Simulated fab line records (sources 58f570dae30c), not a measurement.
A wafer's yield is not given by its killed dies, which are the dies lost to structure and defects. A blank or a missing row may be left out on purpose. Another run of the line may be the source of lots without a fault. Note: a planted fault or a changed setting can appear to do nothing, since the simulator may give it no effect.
Which tool was responsible?	flow berkeley cmos170	6 lots, 16 wafers sampled, at 2 steps of a route of 331

## WHAT THE GAUGES READ, wafer by wafer
UCB170_V1_OVL_MEAS_13.
lot	measured	on	V1_OVL (nm)
L291	day 8 20:23	overlay-01	-7 -4 1
L294	day 9 03:13	overlay-01	4 2 -2
L297	day 9 18:32	overlay-01	-4 -9 1
L300	day 10 03:56	overlay-02	-8 -6 -10
L306	day 11 17:41	overlay-02	-4 5 3
L311	day 12 21:14	overlay-02	-2

## TOOL THAT RAN EACH LOT (tool first, then ch and the chambers of the sampled wafers, then the start)
lot	UCB170_SILICIDE_RTA_04
L291	rtp anneal-01 ch 0, day 8 05:29
L294	rtp anneal-01 ch 0, day 8 15:16
L297	rtp anneal-01 ch 0, day 9 08:19
L300	rtp anneal-01 ch 0, day 9 15:46
L306	rtp anneal-02 ch 0, day 11 04:02
L311	rtp anneal-02 ch 0, day 12 07:07
- UCB170_SILICIDE_RTA_04: time 15 s.

## THE ANSWER, worked out from the rows above alone
Rule: what is usual is taken from the lots themselves. The widest of any qualifying gaps counts: lots, ordered by their means at a reading, are off when they make up no more than a third of the lots, leave a main group of 4 or more, and stand apart from it by 3 or more times the standard deviation of that group's means. A main group is skipped when, at the precision printed for the reading in the tables above, its means are all equal. A lot without any number at a reading at which 4 lots or more have one is off too. Any other lot the step has rows for is counted as sound.
No lot is off on any of the readings shown, so nothing can be concluded from this.

## WHAT WAS PUT IN BY THE SIMULATOR
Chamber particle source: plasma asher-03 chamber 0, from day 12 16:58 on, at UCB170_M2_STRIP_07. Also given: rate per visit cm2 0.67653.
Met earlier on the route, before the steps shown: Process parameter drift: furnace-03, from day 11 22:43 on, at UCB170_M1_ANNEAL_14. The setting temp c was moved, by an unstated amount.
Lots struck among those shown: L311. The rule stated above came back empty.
